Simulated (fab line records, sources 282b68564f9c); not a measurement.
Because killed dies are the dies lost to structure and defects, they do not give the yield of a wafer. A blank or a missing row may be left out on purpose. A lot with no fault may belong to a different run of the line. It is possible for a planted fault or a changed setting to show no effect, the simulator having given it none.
fab line records    flow rit-cmos
record lots=5  wafers=15  last-day=7
route steps=202 shown CONTACT@172 M1@184
lots that met no fault: taken from a fault-free run of the same line
start-h: hours from the record's opening day to when the first of the lot's shown wafers began    wait-h: hours elapsed since this lot's preceding step    " same as the row above    L1.1+2: one row covering several wafers at once    - value missing, or start not given    * or withheld: withheld    < > ~ a bound
route shown NAME@n: a module of which the file shows steps, and the number in the route of the first    usual: mean and standard deviation over wafers with no fault    same: alike in all rows    chamber/n: place in a boat    sites: readings site by site    _std_site: the values' standard deviation    _edge_site: the outer-site mean with the inner-site mean subtracted    radius-mm: how far each site lies from the wafer's centre    mask NAME#n: copy n    behind: the most recent tool/chamber to have shaped the wafer    hold: cause of the lot's hold/its duration in hours/its outcome    device: transistor that didn't switch, given as n, p or np    end of line: the route-end tests of the same wafers    for a step that has no rows: nothing shown but its recipe    killed: count of dies lost to structure and defects at first sort (not the wafer's yield)    map: a wafer's dies, x killed, . not, _ none there
set.NAME: the setting as run; set.NAME@STEP: as run at that earlier step    model.NAME: the simulator's own value behind a step, which no gauge read
lots seen at some steps along the route; tables by step, rows by wafer
services: when a tool's chamber went out of use (start-h, in hours from the record's first day, below 0 if earlier), for how many hours, and the reason
## steps
# step RIT_CONTACT_SOFTBAKE_04
# recipe resist=NOVOLAK  temp-c=90  time-s=60
# step RIT_CONTACT_EXPOSE_05
# recipe mask-id=M11  na=0.6  source-shape=conventional  sigma-outer=0.5  target-cd-nm=1000  dose-mj=247.5
# step RIT_CONTACT_PEB_06
# recipe resist=NOVOLAK  temp-c=withheld  time-s=withheld
# step RIT_CONTACT_DEVELOP_07
# recipe resist=NOVOLAK  develop-time-s=120  dev-temp-c=23
# step RIT_CONTACT_CD_MEAS_08
# recipe target-cd-nm=1000
# usual cd-nm=999.8/2.7
lot.wafer  tool       chamber  start-h  wait-h  cd-nm
L686.2     cd-sem-02  -        68.02    -       999.5
L686.3     "          -        "        "       1000.9
L686.5     "          -        "        "       1002.6
L691.1     cd-sem-01  -        93.75    -       999.5
L691.2     "          -        "        "       998.2
L691.4     "          -        "        "       999.9
L694.1     cd-sem-01  -        107.24   -       1006.4
L694.4     "          -        "        "       1005.8
L694.6     "          -        "        "       1005.8
L703.1     cd-sem-02  -        151.42   -       997.4
L703.4     "          -        "        "       994.7
L703.5     "          -        "        "       996.5
L706.2     cd-sem-02  -        167.60   -       996.7
L706.5     "          -        "        "       997.3
L706.6     "          -        "        "       997.0
# step RIT_CONTACT_OVL_MEAS_09
# usual CONTACT_OVL=2.0/0.92
lot.wafer  tool        chamber  start-h  wait-h  CONTACT_OVL[nm]
L686.2     overlay-02  -        68.12    0.1     3.2
L686.3     "           -        "        "       0.9
L686.5     "           -        "        "       1.6
L691.1     overlay-02  -        93.87    0.1     1.3
L691.2     "           -        "        "       2.3
L691.4     "           -        "        "       2.3
L694.1     overlay-02  -        107.36   0.1     1.7
L694.4     "           -        "        "       2.6
L694.6     "           -        "        "       2.3
L703.1     overlay-01  -        151.54   0.1     2.1
L703.4     "           -        "        "       1.2
L703.5     "           -        "        "       1.0
L706.2     overlay-01  -        167.70   0.1     3.3
L706.5     "           -        "        "       3.2
L706.6     "           -        "        "       2.5
# step RIT_CONTACT_HARDBAKE_10
# recipe resist=NOVOLAK  temp-c=140  time-s=60
# step RIT_CONTACT_ETCH_11
# recipe target-depth-a=4800  over-etch-frac=0.1858  stop-on=TiSi2  chemistry=CHF3/CF4/Ar  target=SiO2  CHF3_flow_sccm=50  cf4-flow-sccm=10  Ar_flow_sccm=100  O2_flow_sccm=5  pressure-mtorr=100  rf-w=200  time-s=320
# usual CHF3_flow_sccm=50.00/0.15  cf4-flow-sccm=10.00/0.032  drypump-motor-current-A=5.8/0.32  oes-product-au=0.993/0.018  throttle-valve-pct=8.90/0.15
lot.wafer  tool         chamber  start-h  wait-h  CHF3_flow_sccm  cf4-flow-sccm  drypump-motor-current-A  oes-product-au  rf-hours-counter-h  throttle-valve-pct
L686.2     rie-diel-04  2        68.30    0.1     50.09           9.97           6.3                      0.977           120                 8.94
L686.3     "            3        "        "       49.95           10.01          6.0                      1.010           94                  8.89
L686.5     "            0        "        "       50.20           9.98           5.9                      0.961           -                   8.65
L691.1     rie-diel-02  0        94.06    0.1     50.02           10.00          5.7                      0.987           35                  8.88
L691.2     "            3        "        "       50.03           10.04          5.7                      0.998           40                  8.64
L691.4     "            2        "        "       49.98           10.02          5.7                      0.971           55                  9.20
L694.1     rie-diel-02  3        107.75   0.1     49.89           9.96           5.6                      0.988           41                  8.64
L694.4     "            1        "        "       49.87           10.01          5.9                      1.017           2                   8.96
L694.6     "            2        "        "       49.99           10.02          5.7                      0.975           -                   9.19
L703.1     rie-diel-03  1        151.93   0.1     49.96           9.98           5.9                      0.978           112                 9.00
L703.4     "            3        "        "       50.16           10.01          4.8                      1.012           67                  8.93
L703.5     "            0        "        "       49.97           10.03          5.5                      1.007           -                   8.98
L706.2     rie-diel-02  0        167.88   0.1     50.07           10.09          5.7                      0.977           37                  8.86
L706.5     "            1        "        "       50.08           9.96           5.8                      1.018           -                   8.96
L706.6     "            2        "        "       49.92           9.95           5.8                      0.970           -                   9.18
# step RIT_CONTACT_STRIP_12
# recipe chemistry=O2  time-s=180  resist=NOVOLAK  platen-temp-c=withheld  power-w=500  pressure-mtorr=4000  o2-flow-sccm=4000
# usual drypump-motor-current-A=5.6/0.34
lot.wafer  tool             chamber  start-h  wait-h  drypump-motor-current-A  rf-hours-counter-h
L686.2     plasma-asher-03  1        68.50    0.1     6.1                      42
L686.3     "                0        "        "       5.7                      -
L686.5     "                0        "        "       5.7                      -
L691.1     plasma-asher-02  0        94.25    0.1     5.7                      45
L691.2     "                1        "        "       5.9                      45
L691.4     "                0        "        "       5.7                      -
L694.1     plasma-asher-04  1        107.94   0.1     5.5                      31
L694.4     "                1        "        "       5.6                      -
L694.6     "                0        "        "       5.0                      -
L703.1     plasma-asher-02  0        152.13   0.1     5.7                      52
L703.4     "                0        "        "       5.7                      -
L703.5     "                1        "        "       5.9                      -
L706.2     plasma-asher-04  1        168.08   0.1     5.6                      38
L706.5     "                0        "        "       5.0                      -
L706.6     "                1        "        "       5.5                      -
# step RIT_CONTACT_CD_MEAS_90
# recipe target-cd-nm=1000
# usual cd-nm=999.8/2.7
lot.wafer  tool       chamber  start-h  wait-h  cd-nm
L686.2     cd-sem-01  -        68.69    0.1     999.9
L686.3     "          -        "        "       1001.1
L686.5     "          -        "        "       1002.0
L691.1     cd-sem-02  -        94.43    0.1     999.6
L691.2     "          -        "        "       998.3
L691.4     "          -        "        "       999.5
L694.1     cd-sem-01  -        108.11   0.1     1006.6
L694.4     "          -        "        "       1005.5
L694.6     "          -        "        "       1005.8
L703.1     cd-sem-02  -        152.30   0.1     997.6
L703.4     "          -        "        "       995.0
L703.5     "          -        "        "       996.5
L706.2     cd-sem-01  -        168.27   0.1     997.0
L706.5     "          -        "        "       996.2
L706.6     "          -        "        "       997.7
# step RIT_CONTACT_CLEAN_13
# recipe chemistry=SC1  mix=3:3:50  time-s=600  temp-c=75
# step RIT_CONTACT_CLEAN_14
# recipe chemistry=SC2  mix=3:3:50  time-s=600  temp-c=75  dry=n2-spin
# step RIT_M1_SPUTTER_00
# recipe material=Al  target-thk-nm=400  power-w=2000  chamber-pressure-pa=0.4  gas=Ar  time-s=500  substrate-temp-c=25
# usual cathode-dc-power-W=2000.0/0.35  substrate-temp-c=25.00/0.11  throttle-valve-pct=29.9/0.86
lot.wafer  tool            chamber  start-h  wait-h  cathode-dc-power-W  substrate-temp-c  throttle-valve-pct  model.Al_of_M1_SPUTTER_00.thk-nm
L686.2     pvd-sputter-04  -        69.14    0.0     1999.6              24.99             28.8                399.3
L686.3     "               -        "        "       2000.2              25.07             30.3                410
L686.5     "               -        "        "       1999.7              25.04             28.8                398.3
L691.1     pvd-sputter-02  -        94.91    0.0     1999.1              24.90             29.3                396
L691.2     "               -        "        "       2224.0              25.02             30.1                441.9
L691.4     "               -        "        "       2000.4              24.92             30.2                399.1
L694.1     pvd-sputter-04  -        108.60   0.0     1999.6              24.98             28.7                396.9
L694.4     "               -        "        "       2000.3              25.03             30.1                404.7
L694.6     "               -        "        "       2000.5              25.08             30.3                403.1
L703.1     pvd-sputter-03  -        152.95   0.0     2000.6              25.14             27.9                398.8
L703.4     "               -        "        "       2000.3              25.04             31.2                395.7
L703.5     "               -        "        "       2000.0              24.85             31.3                395.8
L706.2     pvd-sputter-02  -        168.79   0.0     1999.9              24.98             30.2                404
L706.5     "               -        "        "       1999.6              25.07             29.4                400.5
L706.6     "               -        "        "       2000.1              25.06             29.9                404.4
# step RIT_M1_RS_MEAS_01
# recipe thk-meas-gauge=four-point-probe  reads=Al_of_M1_SPUTTER_00
# usual M1_AL_RS=0.0735/0.00095
lot.wafer  tool           chamber  start-h  wait-h  M1_AL_RS[ohm/sq]
L686.2     film-metro-02  -        69.46    0.2     0.0736
L686.3     "              -        "        "       0.0716
L686.5     "              -        "        "       0.0738
L691.1     film-metro-04  -        95.21    0.1     0.0743
L691.2     "              -        "        "       0.0663
L691.4     "              -        "        "       0.0737
L694.1     film-metro-02  -        108.89   0.1     0.0739
L694.4     "              -        "        "       0.0725
L694.6     "              -        "        "       0.0727
L703.1     film-metro-03  -        153.24   0.1     0.0737
L703.4     "              -        "        "       0.0744
L703.5     "              -        "        "       0.0743
L706.2     film-metro-04  -        169.10   0.2     0.0727
L706.5     "              -        "        "       0.0734
L706.6     "              -        "        "       0.0726
# step RIT_M1_THK_MEAS_02
# recipe thk-meas-gauge=xrf  reads=Al_of_M1_SPUTTER_00
# usual M1_AL_THK=396/5.4
lot.wafer  tool           chamber  start-h  wait-h  M1_AL_THK[nm]
L686.2     film-metro-02  -        69.57    0.1     397
L686.3     "              -        "        "       409
L686.5     "              -        "        "       394
L691.1     film-metro-04  -        95.33    0.1     395
L691.2     "              -        "        "       440
L691.4     "              -        "        "       398
L694.1     film-metro-02  -        109.01   0.1     393
L694.4     "              -        "        "       399
L694.6     "              -        "        "       402
L703.1     film-metro-03  -        153.36   0.1     392
L703.4     "              -        "        "       391
L703.5     "              -        "        "       390
L706.2     film-metro-04  -        169.21   0.1     405
L706.5     "              -        "        "       399
L706.6     "              -        "        "       402
# step RIT_M1_HMDS_03
# recipe prime-time-s=60  prime-temp-c=140
# step RIT_M1_COAT_04
# recipe resist=NOVOLAK  spin-rpm=2000  resist-thk-nm=1300
# step RIT_M1_SOFTBAKE_05
# recipe resist=NOVOLAK  temp-c=90  time-s=60
# step RIT_M1_EXPOSE_06
# recipe mask-id=M12  na=0.6  source-shape=conventional  sigma-outer=0.5  target-cd-nm=2600  dose-mj=250
# step RIT_M1_PEB_07
# recipe resist=NOVOLAK  temp-c=withheld  time-s=withheld
# step RIT_M1_DEVELOP_08
# recipe resist=NOVOLAK  develop-time-s=68  dev-temp-c=23.77
# step RIT_M1_CD_MEAS_09
# recipe target-cd-nm=2600
# usual cd-nm=2600.0/2.3
lot.wafer  tool       chamber  start-h  wait-h  cd-nm
L686.2     cd-sem-02  -        70.64    -       2600.4
L686.3     "          -        "        "       2596.9
L686.5     "          -        "        "       2599.8
L691.1     cd-sem-01  -        96.39    -       2596.1
L691.2     "          -        "        "       2597.5
L691.4     "          -        "        "       2598.5
L694.1     cd-sem-02  -        110.08   -       2596.6
L694.4     "          -        "        "       2597.5
L694.6     "          -        "        "       2598.2
L703.1     cd-sem-02  -        154.30   -       2596.6
L703.4     "          -        "        "       2597.6
L703.5     "          -        "        "       2596.3
L706.2     cd-sem-02  -        170.16   -       2599.5
L706.5     "          -        "        "       2601.9
L706.6     "          -        "        "       2603.0
# step RIT_M1_OVL_MEAS_10
# usual M1_OVL=-0.4/1.5
lot.wafer  tool        chamber  start-h  wait-h  M1_OVL[nm]
L686.2     overlay-01  -        70.75    0.1     1.5
L686.3     "           -        "        "       2.8
L686.5     "           -        "        "       1.0
L691.1     overlay-01  -        96.51    0.1     -3.5
L691.2     "           -        "        "       -2.9
L691.4     "           -        "        "       -2.4
L694.1     overlay-01  -        110.20   0.1     -0.9
L694.4     "           -        "        "       -0.2
L694.6     "           -        "        "       -1.4
L703.1     overlay-02  -        154.42   0.1     -0.8
L703.4     "           -        "        "       -0.4
L703.5     "           -        "        "       0.5
L706.2     overlay-01  -        170.27   0.1     3.0
L706.5     "           -        "        "       0.2
L706.6     "           -        "        "       0.6
# step RIT_M1_HARDBAKE_11
# recipe resist=NOVOLAK  temp-c=140  time-s=120
# step RIT_M1_METAL_ETCH_12
# recipe stop-on=SiO2  chemistry=Cl2/BCl3  target=Al  time-s=165  over-etch-frac=0.5  pressure-mtorr=100  target-depth-a=6000  rf-w=250  Cl2_flow_sccm=60  bcl3-flow-sccm=50
# usual drypump-motor-current-A=5.70/0.27  oes-product-au=0.773/0.014  throttle-valve-pct=8.36/0.1
lot.wafer  tool          chamber  start-h  wait-h  drypump-motor-current-A  oes-product-au  rf-hours-counter-h  throttle-valve-pct
L686.2     rie-metal-02  1        71.17    0.2     5.76                     0.781           2                   8.49
L686.3     "             0        "        "       6.12                     0.766           -                   8.30
L686.5     "             0        "        "       6.11                     0.754           -                   8.33
L691.1     rie-metal-04  0        96.80    0.2     5.90                     0.778           32                  8.40
L691.2     "             1        "        "       5.59                     0.843           32                  8.47
L691.4     "             1        "        "       5.59                     0.797           -                   8.49
L694.1     rie-metal-04  0        110.49   0.2     5.92                     0.775           32                  8.40
L694.4     "             1        "        "       5.58                     0.802           -                   8.50
L694.6     "             0        "        "       5.91                     0.790           -                   8.40
L703.1     rie-metal-03  1        154.71   0.2     5.33                     0.764           6                   8.24
L703.4     "             0        "        "       5.64                     0.770           -                   8.34
L703.5     "             0        "        "       5.62                     0.757           -                   8.33
L706.2     rie-metal-03  0        170.55   0.2     5.63                     0.777           5                   8.34
L706.5     "             0        "        "       5.56                     0.767           -                   8.33
L706.6     "             1        "        "       5.31                     0.783           -                   8.22
# step RIT_M1_STRIP_13
# recipe chemistry=nmp  resist=NOVOLAK  temp-c=80  time-s=600  dry=n2-spin
# step RIT_M1_PROBE_99
# usual defect-limited-yield=97.1/1.2  killed-at-contacts=0.1/0.31  killed-at-front-end=8/3.1  killed-dies=8/3.2  killed-open=3.9/2.2  killed-short=3.8/2.1  sort_bin_3_pad_short=0.1/0.23  sort_bin_5_function=1.7/0.86  sort_bin_6_memory=1.1/0.7  sort-n-pass=256/3.2  sort-yield-pct=97.1/1.2
# same gross-dies=264  killed_at_M0_to_M3=0  killed_at_M4_up=0  killed-at-back-side=0  killed-at-other=0
lot.wafer  tool       chamber  start-h  wait-h  defect-limited-yield[%]  killed-at-contacts  killed-at-front-end  killed-dies  killed-open  killed-short  sort_bin_3_pad_short[%]  sort_bin_5_function[%]  sort_bin_6_memory[%]  sort-n-pass  sort-yield-pct[%]  model.etest.m1.rs-ohm-sq
L686.2     prober-02  -        73.47    0.1     97.3                     0                   7                    7            4            3             0                        0.8                     1.9                   257          97.3               0.07242
L686.3     prober-02  -        73.52    0.2     95.8                     1                   10                   11           7            4             0.4                      2.3                     1.5                   253          95.8               0.07113
L686.5     prober-02  -        73.62    0.2     96.2                     0                   10                   10           5            5             0.8                      1.9                     1.1                   254          96.2               0.07299
L691.1     prober-01  -        99.05    0.1     97.7                     0                   6                    6            3            3             0                        0.8                     1.5                   258          97.7               0.07343
L691.2     prober-01  -        99.10    0.1     98.1                     0                   5                    5            4            1             0                        1.9                     0                     259          98.1               0.06527
L691.4     prober-01  -        99.20    0.2     97.0                     0                   8                    8            2            6             0                        1.5                     1.5                   256          97.0               0.07262
L694.1     prober-02  -        112.75   0.1     100.0                    0                   0                    0            0            0             0                        0                       0                     264          100.0              0.07299
L694.4     prober-02  -        112.90   0.2     97.3                     0                   7                    7            4            3             0                        1.5                     1.1                   257          97.3               0.07201
L694.6     prober-02  -        113.00   0.2     97.0                     0                   8                    8            4            4             0.4                      1.9                     0.8                   256          97.0               0.07195
L703.1     prober-01  -        156.98   0.1     98.9                     0                   3                    3            1            2             0                        0.4                     0.8                   261          98.9               0.07273
L703.4     prober-01  -        157.13   0.2     96.6                     0                   9                    9            5            4             0                        1.9                     1.5                   255          96.6               0.07333
L703.5     prober-01  -        157.18   0.2     95.5                     0                   12                   12           2            10            0.4                      3.4                     0.8                   252          95.5               0.07349
L706.2     prober-02  -        172.85   0.1     98.1                     0                   5                    5            4            1             0                        1.5                     0.4                   259          98.1               0.07177
L706.5     prober-02  -        173.00   0.2     97.7                     0                   6                    6            2            4             0                        1.5                     0.8                   258          97.7               0.07236
L706.6     prober-02  -        173.05   0.2     97.7                     0                   6                    6            3            3             0.4                      0.8                     1.1                   258          97.7               0.07169
# killed by level:class
L686.2 GATE:geometric-particle:open=2 FOX2:geometric-particle:short=1 REOX:geometric-particle:open=1 REOX:geometric-particle:short=1 SPACER:geometric-particle:open=1 SPACER:geometric-particle:short=1
L686.3 REOX:geometric-particle:open=2 SILICIDE:geometric-particle:open=2 FOX1:geometric-particle:short=1 GATE:geometric-particle:open=1 REOX:geometric-particle:short=1 SPACER:geometric-particle:open=1 SPACER:geometric-particle:short=1 SILICIDE:geometric-particle:short=1
L686.5 SPACER:geometric-particle:open=3 SPACER:geometric-particle:short=2 FOX1:geometric-particle:short=1 GATE:geometric-particle:short=1 GATE:geometric-particle:open=1 REOX:geometric-particle:open=1 REOX:geometric-particle:short=1
L691.1 FOX2:geometric-particle:short=1 GATE:geometric-particle:short=1 GATE:geometric-particle:open=1 SPACER:geometric-particle:open=1 SILICIDE:geometric-particle:open=1 SILICIDE:geometric-particle:short=1
L691.2 GATE:geometric-particle:open=2 REOX:geometric-particle:open=1 SPACER:geometric-particle:open=1 SILICIDE:geometric-particle:short=1
L691.4 REOX:geometric-particle:short=2 SPACER:geometric-particle:short=2 FOX1:geometric-particle:open=1 FOX2:geometric-particle:short=1 GATE:geometric-particle:short=1 SPACER:geometric-particle:open=1
L694.4 SPACER:geometric-particle:open=2 FOX1:geometric-particle:short=1 FOX1:geometric-particle:open=1 GATE:geometric-particle:short=1 SPACER:geometric-particle:short=1 SILICIDE:geometric-particle:open=1
L694.6 FOX1:geometric-particle:short=2 SPACER:geometric-particle:open=2 FOX1:geometric-particle:open=1 GATE:geometric-particle:short=1 GATE:geometric-particle:open=1 SPACER:geometric-particle:short=1
L703.1 FOX1:geometric-particle:open=1 FOX1:geometric-particle:short=1 SPACER:geometric-particle:short=1
L703.4 GATE:geometric-particle:open=3 SPACER:geometric-particle:short=2 FOX1:geometric-particle:open=1 FOX1:geometric-particle:short=1 GATE:geometric-particle:short=1 SPACER:geometric-particle:open=1
L703.5 GATE:geometric-particle:short=6 FOX1:geometric-particle:short=2 FOX2:geometric-particle:short=1 FOX2:geometric-particle:open=1 GATE:geometric-particle:open=1 SPACER:geometric-particle:short=1
L706.2 FOX1:geometric-particle:open=2 ACTIVE:geometric-particle:short=1 FOX2:geometric-particle:open=1 REOX:geometric-particle:open=1
L706.5 SPACER:geometric-particle:short=3 FOX1:geometric-particle:short=1 FOX2:geometric-particle:open=1 SPACER:geometric-particle:open=1
L706.6 FOX1:geometric-particle:short=2 SPACER:geometric-particle:open=2 REOX:geometric-particle:open=1 REOX:geometric-particle:short=1
## services
tool             chamber  start-h  hours  kind
rie-diel-03      0        48.54    3.1    repair
rie-diel-04      1        54.57    -      clean
rie-diel-04      1        54.57    21.7   scheduled-down
rie-diel-04      1        54.57    21.7   vent-cycle
plasma-asher-02  -        72.75    2.8    pm
rie-diel-03      0        83.63    2.8    repair
rie-diel-04      1        89.53    1.7    repair
rie-diel-04      -        91.82    2.8    pm
rie-diel-04      0        99.78    12.5   repair
rie-metal-02     -        119.93   2.8    pm
rie-metal-03     0        129.02   22.0   repair
rie-metal-03     -        131.20   0.5    repair
plasma-asher-04  -        132.08   5.2    repair
rie-metal-04     -        136.12   20.0   pm
rie-metal-04     0        136.12   20.0   vent-cycle
rie-metal-04     1        136.12   20.0   vent-cycle
rie-diel-04      3        152.95   2.2    repair
rie-metal-04     0        156.12   -      clean
rie-metal-04     1        156.12   -      clean
rie-diel-04      1        158.68   1.5    repair
pvd-sputter-04   -        159.96   7.0    repair
## key
first-sign step=RIT_M1_SPUTTER_00  reading=cathode-dc-power-W  direction=up  sigmas=99+  usual=2000.0  struck=2224.0
effect step=RIT_M1_RS_MEAS_01  reading=M1_AL_RS  direction=down  sigmas=7.6  usual=0.0735  struck=0.0663
effect step=RIT_M1_THK_MEAS_02  reading=M1_AL_THK  direction=up  sigmas=8.2  usual=396  struck=440
effect step=RIT_M1_METAL_ETCH_12  reading=oes-product-au  direction=up  sigmas=5.1  usual=0.773  struck=0.843
model-effect step=RIT_M1_SPUTTER_00  value=Al_of_M1_SPUTTER_00.thk-nm  without=397.2  struck=441.9
model-effect step=RIT_M1_PROBE_99  value=etest.m1.rs-ohm-sq  without=0.07266  struck=0.06527
met-at RIT_M1_SPUTTER_00
struck-wafers L691.2
fault kind=process-parameter-drift  tool=pvd-sputter-02  chamber=-  onset-h=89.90  steps=RIT_M1_SPUTTER_00  channel=power-w  offset=223.55  shape=step  end-h=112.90  stated=2000  scope=struck-wafers-only
